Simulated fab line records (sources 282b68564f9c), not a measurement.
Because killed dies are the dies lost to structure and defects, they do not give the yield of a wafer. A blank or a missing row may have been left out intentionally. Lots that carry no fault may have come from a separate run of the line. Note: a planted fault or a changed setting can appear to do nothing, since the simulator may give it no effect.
fab line records -- flow rit-cmos
record lots=14, wafers=42, last-day=7
route steps=202 shown M1@189
lots with no fault: from the same line, run without faults
start-h: hours from the record's first day to the start of the lot's first wafer shown -- wait-h: hours elapsed since this lot's preceding step -- " repeats the value in the row above -- L1.1+2: a row that stands for several wafers -- - either no value or no given start -- * or withheld: withheld -- < > ~ a bound
route shown NAME@n: a module of which the file shows steps, and the number in the route of the first -- usual: the fault-free wafers' mean and standard deviation -- same: alike in all rows -- chamber/n: place in a boat -- sites: per-site readings -- _std_site: standard deviation of those values -- _edge_site: the outer-site mean with the inner-site mean subtracted -- radius-mm: how far each site lies from the wafer's centre -- mask NAME#n: copy n -- behind: the tool/chamber that last shaped the wafer -- hold: what put the lot on hold/how long, in hours/how the hold closed -- device: names the non-switching transistor (n, p or np) -- end of line: tests of these same wafers at the route's end -- step lacking rows: just its recipe -- killed: dies that structure and defects cost at the first sort, which is not the same as the wafer's yield -- map: dies across one wafer; x = killed, . = not, _ = none there
set.NAME: the setting as run; set.NAME@STEP: as run at that earlier step -- model.NAME: the simulator's own value behind a step, which no gauge read
one table for each step of the route and one row for each wafer, over a sample of lots
## steps
# step RIT_M1_SOFTBAKE_05
# recipe resist=NOVOLAK, temp-c=90, time-s=60
# usual run-length-s=89.16/0.16
lot.wafer,tool,chamber,start-h,wait-h,run-length-s
L633.1,litho-track-02,0,63.07,0.1,88.96
L633.2,litho-track-02,0,63.07,0.1,89.31
L633.5,litho-track-02,0,63.07,0.1,89.08
L634.3,litho-track-04,0,65.67,0.1,88.95
L634.4,litho-track-04,0,65.67,0.1,88.93
L634.6,litho-track-04,0,65.67,0.1,89.06
L635.1,litho-track-02,0,69.03,0.1,89.05
L635.3,litho-track-02,0,69.03,0.1,89.05
L635.4,litho-track-02,0,69.03,0.1,89.14
L637.1,litho-track-02,0,79.41,0.1,88.99
L637.2,litho-track-02,0,79.41,0.1,89.08
L637.5,litho-track-02,0,79.41,0.1,89.18
L638.3,litho-track-03,0,86.26,0.1,89.36
L638.5,litho-track-03,0,86.26,0.1,89.36
L638.6,litho-track-03,0,86.26,0.1,89.49
L640.2,litho-track-03,0,98.56,0.1,89.21
L640.3,litho-track-03,0,98.56,0.1,89.23
L640.6,litho-track-03,0,98.56,0.1,89.43
L642.1,litho-track-02,0,106.43,0.1,88.96
L642.2,litho-track-02,0,106.43,0.1,88.97
L642.3,litho-track-02,0,106.43,0.1,89.29
L643.2,litho-track-04,0,111.65,0.1,89.03
L643.3,litho-track-04,0,111.65,0.1,89.09
L643.4,litho-track-04,0,111.65,0.1,89.20
L645.2,litho-track-04,0,119.39,0.1,100.27
L645.3,litho-track-04,0,119.39,0.1,100.01
L645.6,litho-track-04,0,119.39,0.1,100.24
L648.2,litho-track-04,0,132.84,0.1,100.12
L648.3,litho-track-04,0,132.84,0.1,100.14
L648.6,litho-track-04,0,132.84,0.1,99.97
L651.1,litho-track-03,0,147.97,0.1,89.46
L651.2,litho-track-03,0,147.97,0.1,89.45
L651.4,litho-track-03,0,147.97,0.1,89.39
L653.1,litho-track-02,0,159.46,0.1,89.22
L653.2,litho-track-02,0,159.46,0.1,89.17
L653.5,litho-track-02,0,159.46,0.1,89.01
L654.1,litho-track-02,0,163.33,0.1,88.96
L654.4,litho-track-02,0,163.33,0.1,88.99
L654.6,litho-track-02,0,163.33,0.1,89.16
L655.2,litho-track-03,0,168.34,0.1,89.60
L655.4,litho-track-03,0,168.34,0.1,89.25
L655.6,litho-track-03,0,168.34,0.1,89.36
# step RIT_M1_PROBE_99
# usual defect-limited-yield=97.4/1.1, killed-at-contacts=0.0/0.22, killed-at-front-end=6.9/3, killed-dies=6.9/3, killed-open=3.5/2, killed-short=3.4/2.1, sort_bin_3_pad_short=0.1/0.23, sort_bin_5_function=1.5/0.85, sort_bin_6_memory=1.0/0.59, sort-n-pass=257.1/3, sort-yield-pct=97.4/1.1
# same gross-dies=264, killed_at_M0_to_M3=0, killed_at_M4_up=0, killed-at-back-side=0, killed-at-other=0
lot.wafer,tool,chamber,start-h,wait-h,defect-limited-yield[%],killed-at-contacts,killed-at-front-end,killed-dies,killed-open,killed-short,sort_bin_3_pad_short[%],sort_bin_5_function[%],sort_bin_6_memory[%],sort-n-pass,sort-yield-pct[%]
L635.1,prober-02,-,73.68,0.1,96.2,0,10,10,6,4,0.4,1.9,1.5,254.0,96.2
L635.3,prober-02,-,73.78,0.2,97.3,1,6,7,5,2,0,1.1,1.5,257.0,97.3
L635.4,prober-02,-,73.83,0.2,98.5,0,4,4,4,0,0,1.5,0,260.0,98.5
L637.1,prober-02,-,82.84,0.1,96.6,0,9,9,3,6,0.4,1.9,1.1,255.0,96.6
L637.2,prober-02,-,82.89,0.1,97.7,0,6,6,3,3,0,1.5,0.8,258.0,97.7
L637.5,prober-02,-,83.04,0.2,98.1,0,5,5,2,3,0,1.5,0.4,259.0,98.1
L638.3,prober-01,-,89.54,0.2,97.3,0,7,7,4,3,0,1.5,1.1,257.0,97.3
L638.5,prober-01,-,89.64,0.2,99.6,0,1,1,0,1,0,0.4,0,263.0,99.6
L638.6,prober-01,-,89.69,0.2,98.1,0,5,5,2,3,0,1.5,0.4,259.0,98.1
L640.2,prober-01,-,101.84,0.1,97.0,0,8,8,4,4,0.4,1.1,1.5,256.0,97.0
L640.3,prober-01,-,101.89,0.2,98.5,0,4,4,3,1,0,0.8,0.8,260.0,98.5
L640.6,prober-01,-,102.04,0.2,99.2,0,2,2,1,1,0,0.4,0.4,262.0,99.2
L642.1,prober-01,-,110.48,0.1,97.3,0,7,7,1,6,0.4,1.5,0.8,257.0,97.3
L642.2,prober-01,-,110.53,0.1,95.8,0,11,11,2,9,0,2.7,1.5,253.0,95.8
L642.3,prober-01,-,110.58,0.2,97.3,0,7,7,3,4,0.4,1.5,0.8,257.0,97.3
L643.2,prober-02,-,115.87,0.1,97.0,0,8,8,4,4,0.4,0.8,1.9,256.0,97.0
L643.3,prober-02,-,115.92,0.2,98.1,0,5,5,2,3,0.4,0.4,1.1,259.0,98.1
L643.4,prober-02,-,115.97,0.2,98.5,0,4,4,3,1,0,0.4,1.1,260.0,98.5
L645.2,prober-02,-,123.52,0.1,95.8,0,11,11,4,7,0.4,2.7,1.1,253.0,95.8
L645.3,prober-02,-,123.57,0.2,97.0,0,8,8,6,2,0,1.9,1.1,256.0,97.0
L645.6,prober-02,-,123.72,0.2,96.6,0,9,9,4,5,0.4,1.5,1.5,255.0,96.6
# killed by level:class
L635.1 GATE:geometric-particle:open=4 REOX:geometric-particle:short=2 FOX1:geometric-particle:open=1 FOX2:geometric-particle:short=1 GATE:geometric-particle:short=1 SPACER:geometric-particle:open=1
L635.3 GATE:geometric-particle:short=2 GATE:geometric-particle:open=2 FOX1:geometric-particle:open=1 REOX:geometric-particle:open=1 CONTACT:geometric-particle:open=1
L635.4 GATE:geometric-particle:open=2 SPACER:geometric-particle:open=1 SILICIDE:geometric-particle:open=1
L637.1 REOX:geometric-particle:short=3 GATE:geometric-particle:short=2 FOX1:geometric-particle:open=1 GATE:geometric-particle:open=1 SILICIDE:geometric-particle:open=1 SILICIDE:geometric-particle:short=1
L637.2 GATE:geometric-particle:short=3 GATE:geometric-particle:open=3
L637.5 SPACER:geometric-particle:short=3 GATE:geometric-particle:open=1 SILICIDE:geometric-particle:open=1
L638.3 REOX:geometric-particle:open=3 FOX2:geometric-particle:open=1 FOX2:geometric-particle:short=1 GATE:geometric-particle:short=1 SPACER:geometric-particle:short=1
L638.5 GATE:geometric-particle:short=1
L638.6 FOX1:geometric-particle:short=1 FOX2:geometric-particle:short=1 GATE:geometric-particle:short=1 GATE:geometric-particle:open=1 REOX:geometric-particle:open=1
L640.2 GATE:geometric-particle:open=4 GATE:geometric-particle:short=2 FOX1:geometric-particle:short=1 SILICIDE:geometric-particle:short=1
L640.3 FOX2:geometric-particle:short=1 GATE:geometric-particle:open=1 SPACER:geometric-particle:open=1 SILICIDE:geometric-particle:open=1
L640.6 FOX2:geometric-particle:short=1 GATE:geometric-particle:open=1
L642.1 GATE:geometric-particle:short=4 REOX:geometric-particle:short=2 FOX2:geometric-particle:open=1
L642.2 REOX:geometric-particle:short=4 FOX1:geometric-particle:short=2 GATE:geometric-particle:open=2 GATE:geometric-particle:short=2 SILICIDE:geometric-particle:short=1
L642.3 GATE:geometric-particle:short=2 SPACER:geometric-particle:short=2 FOX1:geometric-particle:open=1 GATE:geometric-particle:open=1 REOX:geometric-particle:open=1
L643.2 GATE:geometric-particle:open=3 GATE:geometric-particle:short=2 FOX1:geometric-particle:short=1 FOX1:geometric-particle:open=1 SILICIDE:geometric-particle:short=1
L643.3 GATE:geometric-particle:short=2 FOX1:geometric-particle:open=1 GATE:geometric-particle:open=1 SPACER:geometric-particle:short=1
L643.4 FOX1:geometric-particle:open=1 FOX2:geometric-particle:open=1 REOX:geometric-particle:open=1 REOX:geometric-particle:short=1
L645.2 SILICIDE:geometric-particle:short=3 FOX2:geometric-particle:short=2 GATE:geometric-particle:open=2 GATE:geometric-particle:short=2 REOX:geometric-particle:open=1 SILICIDE:geometric-particle:open=1
L645.3 REOX:geometric-particle:open=2 SPACER:geometric-particle:open=2 GATE:geometric-particle:open=1 REOX:geometric-particle:short=1 SPACER:geometric-particle:short=1 SILICIDE:geometric-particle:open=1
L645.6 FOX2:geometric-particle:short=3 SILICIDE:geometric-particle:open=2 GATE:geometric-particle:short=1 GATE:geometric-particle:open=1 REOX:geometric-particle:short=1 SPACER:geometric-particle:open=1
## key
first-sign step=RIT_M1_SOFTBAKE_05, reading=run-length-s, direction=up, sigmas=68, usual=*, struck=*
effect none on later readings
met-at RIT_M1_SOFTBAKE_05
struck-lots L645,L648
loop-trim step=RIT_M1_EXPOSE_06, setting=dose, lots=L648
onset-between 111.65 119.39
fault kind=process-parameter-drift, tool=litho-track-04, chamber=-, onset-h=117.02, steps=RIT_M1_SOFTBAKE_05, channel=time-s, offset=*, shape=step, end-h=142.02, acts-in=*, stated=*
# loop-trim: a control loop set the setting to another value than it would have without faults
